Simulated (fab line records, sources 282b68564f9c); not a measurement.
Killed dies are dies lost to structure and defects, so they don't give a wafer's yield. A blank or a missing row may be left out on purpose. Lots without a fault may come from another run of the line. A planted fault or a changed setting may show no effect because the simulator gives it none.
Problem report in the 8D (eight disciplines) form, filled by code | flow rit_cmos | the parts of the form that need people (team, actions taken, sign-off) are left out

1. THE PROBLEM
PLDD_TW at RIT_PLDD_TW_MEAS_10 reads a mean of 30 on 3 wafers of 1 lot; wafers without a fault read 2330 with a standard deviation of 9.3. That is -99 or more standard deviations from the usual mean.
First seen on wafer L699.1, day 6 08:53, on film_metro-04. The record holds 39 wafers of 13 lots with a number at this step. Rule for "out", or "out of limits": more than 4 standard deviations from the usual mean. The other wafers with a number count as sound.

2. WHAT IT IS AND WHAT IT IS NOT
question                    | is                     | is not
which readings at this step | PLDD_TW                | -
which lots                  | L699                   | L684, L685, L686, L688, L689, L690, L694, L695, L696, L703, L705, L706
which wafers of those lots  | all that have a number | -
read on which gauges        | film_metro-04          | film_metro-01, film_metro-03
when                        | from day 6 08:53       | up to then (27 sound wafers); but 9 sound wafers of L703, L705, L706 came after

3. SUSPECTS, AND WHAT RULES EACH OUT
Counting: a tool at a process step up to the reading stays a suspect if it ran every lot that is out and no sound lot after the first of them.
- the gauge at RIT_PLDD_TW_MEAS_10: ruled out. All the wafers that are out were read on film_metro-04, but those of them that RIT_NLDD_STRIP_09 has rows for are out there too, on other tools.
- plasma_asher-01 at RIT_NLDD_STRIP_09 (strips in O2, time 180 s): kept. It ran the lot that is out, L699 (day 6 07:10), and no sound lot after that; its last sound lot up to then is L694 (day 5 05:32). Its own readings are out on those wafers: run_length_s.
Left after counting: plasma_asher-01 at RIT_NLDD_STRIP_09.

4. THE CAUSE (what the simulator had put in)
Strip aborted: plasma_asher-01, from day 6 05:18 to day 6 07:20, at RIT_NLDD_STRIP_09. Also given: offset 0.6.
Counting left only this tool.

5. THE CHAIN OF EFFECTS, in route order
Each row: a reading whose mean over the struck wafers that have a number lies more than 3 standard deviations from the usual. Only readings for which the record gives a usual standard deviation are gone through. hours: the time from each lot's start at the first step in this table that gives one to its start at this step, as a median over the lots. sigmas: the change in usual standard deviations.
hours | step                | reading      | usual   | on struck wafers | change | sigmas
0     | RIT_NLDD_STRIP_09   | run_length_s | 208.1 s | 72.4             | -135.7 | -99 or more
2     | RIT_PLDD_TW_MEAS_10 | PLDD_TW      | 2330    | 30               | -2300  | -99 or more
The process steps in it:
- RIT_NLDD_STRIP_09: strips in O2, time 180 s.

6. WHAT WOULD HAVE CAUGHT IT SOONER
In this record the first reading out of limits at a measuring or inspecting step was taken at day 6 08:53, 4 hours after the fault began at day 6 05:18.
The tool's own readings at RIT_NLDD_STRIP_09 were out on every struck wafer that the step has a row for (run_length_s): an alarm limit on them would have fired on the first of those.
All the lots that are out (1) had begun RIT_NLDD_STRIP_09 on plasma_asher-01 by day 6 08:53. A hold on the tool at that time would have spared none of them.
